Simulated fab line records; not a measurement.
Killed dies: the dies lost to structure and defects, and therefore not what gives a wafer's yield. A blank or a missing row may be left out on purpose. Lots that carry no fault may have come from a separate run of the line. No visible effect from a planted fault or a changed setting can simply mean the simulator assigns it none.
A lot that was struck, set against a sound lot | flow rit cmos | 15 steps out of a route of 202
Sound: these wafers, L247.2, L247.3, L247.5. Struck: wafer L252.6. (L252.4, L252.5 of the same lot were not struck and are left out.) The cause comes at the end.
For every step that has rows: the tool of each side, followed by ch and its chambers, followed by its first start. Under that, the readings that differ: sound wafers | struck wafers | difference of the means | sigmas: that difference in standard deviations of wafers without a fault.
alike: readings whose means differ by less than 2 such deviations, and words and numbers that are the same on both sides. not compared: withheld readings, readings that some wafer has no value for, bounds like >300 that may hide the same value, and numbers for which the record gives no deviation and whose values overlap.
The two part at a step that has a row with sigmas, a row that says differs or no value, or rows on one side only. Numbers that have no deviation but don't overlap get no sigmas and don't part them. A reading that every wafer of one side lacks parts them only if that side has two wafers or more.

RIT_GATE_THK_MEAS_07:
  sound on film metro-04 at day 4 12:25; struck on film metro-01 at day 5 12:44
  alike: GATE_OXIDE_THK
then, 1 step without rows for these wafers: RIT_GATE_CVD_08 (deposits poly-Si from SiH4, target thk 250 nm, time 2220 s).
RIT_GATE_THK_MEAS_09:
  sound on film metro-02 at day 4 14:05; struck on film metro-02 at day 5 14:25
  alike: GATE_POLY_THK
then, 6 steps without rows for these wafers: RIT_GATE_HMDS_10 (prime time 60 s); RIT_GATE_COAT_11 (resist thk 850 nm); RIT_GATE_SOFTBAKE_12 (time 60 s); RIT_GATE_EXPOSE_13 (exposes mask M6, target cd 150 nm); RIT_GATE_PEB_14; RIT_GATE_DEVELOP_15 (develop time 50 s).
RIT_GATE_CD_MEAS_16: target cd 150 nm.
  sound on cd sem-01 at day 4 15:08; struck on cd sem-02 at day 5 15:21
  alike: cd nm
RIT_GATE_OVL_MEAS_17:
  sound on overlay-02 at day 4 15:14; struck on overlay-01 at day 5 15:25
  reading       | sound         | struck | difference | sigmas
  GATE_OVL (nm) | -0.4 -0.3 1.1 | 3.9    | +3.8       | +3
then, 1 step without rows for these wafers: RIT_GATE_HARDBAKE_18 (time 60 s).
RIT_GATE_ETCH_19: etches poly-Si in SF6/CHF3/O2, stops on SiO2, time 168.1 s, target depth 312.5 nm.
  sound on rie si-01 ch 2,3, day 4 15:25; struck on rie si-02 ch 2, day 5 15:35
  reading                                   | sound             | struck | difference | sigmas
  oes product au (a.u.)                     | 0.838 0.848 0.841 | 0.759  | -0.083     | -7
  model.etch.depth nm (nm)                  | 249.3 248.1 248.1 | 214.7  | -33.8      |
  model.GATE.feature depth nm (nm)          | 249.3 248.1 248.1 | 214.7  | -33.8      |
  model.NOVOLAK_of_GATE_COAT_11.thk nm (nm) | 670.4 667 669.6   | 698.8  | +29.8      |
  alike: drypump motor current A, throttle valve pct
  not compared: rf hours counter h
RIT_GATE_STRIP_20: strips in O2, time 180 s.
  sound on plasma asher-01 ch 0,1, day 4 15:31; struck on plasma asher-04 ch 0, day 5 15:46
  alike: drypump motor current A
  not compared: rf hours counter h
RIT_M1_PROBE_99:
  sound on prober-01 at day 5 11:38; struck on prober-02 at day 6 12:32
  reading             | sound | struck | difference | sigmas
  killed at front end | 6 4 8 | 264    | +258       | +78
  killed dies         | 6 4 9 | 264    | +258       | +78
  killed on rim       | 0 2 4 | 70     | +68        | +45
  alike: killed at contacts, killed open, killed short

WHERE THEY PART
At RIT_GATE_OVL_MEAS_17 first; at RIT_M1_PROBE_99 last (within this record only).

WHY: what the simulator had put in
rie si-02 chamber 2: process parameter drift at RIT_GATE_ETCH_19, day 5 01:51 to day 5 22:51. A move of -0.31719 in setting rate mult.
